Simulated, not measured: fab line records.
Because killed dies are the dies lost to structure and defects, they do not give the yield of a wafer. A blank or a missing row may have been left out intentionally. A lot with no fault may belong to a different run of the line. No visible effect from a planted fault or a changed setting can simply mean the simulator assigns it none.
Comparing a struck lot with a sound one :: flow berkeley cmos170 :: 13 steps out of a route of 331
Sound: these wafers, L244.3, L244.4, L244.6. Struck: wafers L254.3, L254.4, L254.6. At the end, the cause is stated.
Per side, at each step with rows, come the tool, then ch with its chambers, and then its first start. Under that, the readings that differ: sound wafers :: struck wafers :: difference of the means :: sigmas: that difference in standard deviations of wafers without a fault.
alike: readings with means less than 2 such deviations apart, plus words and numbers identical on both sides. not compared: withheld readings, readings lacking a value on some wafer, bounds such as >300 that could conceal the same value, and numbers that have no deviation in the record and whose values overlap.
A row with sigmas, a row that says differs or no value, or rows on one side alone: a step with any of these is where the two part. Non-overlapping numbers with no deviation appear without sigmas and do not part them. Lack of a reading on every wafer of one side parts them only where that side has two or more wafers.

first, 1 step without rows for these wafers: UCB170_PFIELD_IMPLANT_07.
UCB170_PFIELD_STRIP_08: strips in O2.
  sound on plasma asher-04 ch 0,1, day 4 01:10; struck on plasma asher-03 ch 0,1, day 7 05:38
  alike: drypump motor current A, oes product au, strip time to endpoint s
  not compared: rf hours counter h
UCB170_PFIELD_TW_MEAS_09:
  struck on film metro-04, day 7 05:43; sound on film metro-01, day 4 01:16
  alike: PFIELD_TW
then, 2 steps without rows for these wafers: UCB170_FIELD_CLEAN_00 (cleans in dHF, time 7.5 s); UCB170_FIELD_OXIDATION_01 (target thk 558.3 nm, ox time 7200 s).
UCB170_FIELD_THK_MEAS_02:
  struck on film metro-04, day 7 12:37; sound on film metro-02, day 4 09:07
  alike: FIELD_OXIDE_THK
then, 4 steps without rows for these wafers: UCB170_FIELD_ANNEAL_03 (time 1200 s); UCB170_FIELD_WET_ETCH_04 (etches SiO2 in dHF, time 60 s); UCB170_FIELD_WET_ETCH_05 (etches Si3N4 in H3PO4, time 12600 s); UCB170_FIELD_WET_ETCH_06 (etches SiO2 in BOE, time 22.81 s).
UCB170_FIELD_THK_MEAS_90:
  struck on film metro-03, day 7 19:29; sound on film metro-02, day 4 18:05
  alike: FIELD_OXIDE_LEFT_1_THK
then, 1 step without rows for these wafers: UCB170_SACOX_CLEAN_00 (cleans in dHF, time 7.5 s).
UCB170_SACOX_OXIDATION_01: target thk 14.4 nm, ox time 2400 s.
  sound on furnace-02 ch 0, day 5 01:05; struck on furnace-01, day 7 22:32
  no value came back on the struck wafers for ox temp c (C), ox temp c max; on the sound wafers ox temp c (C) reads 899.7 899.8 899.5

WHERE THEY PART
UCB170_SACOX_OXIDATION_01 only, going by this record.

WHY: whatever the simulator had introduced
Whole step skipped at UCB170_SACOX_OXIDATION_01 on furnace-01, starting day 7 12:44. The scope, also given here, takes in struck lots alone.
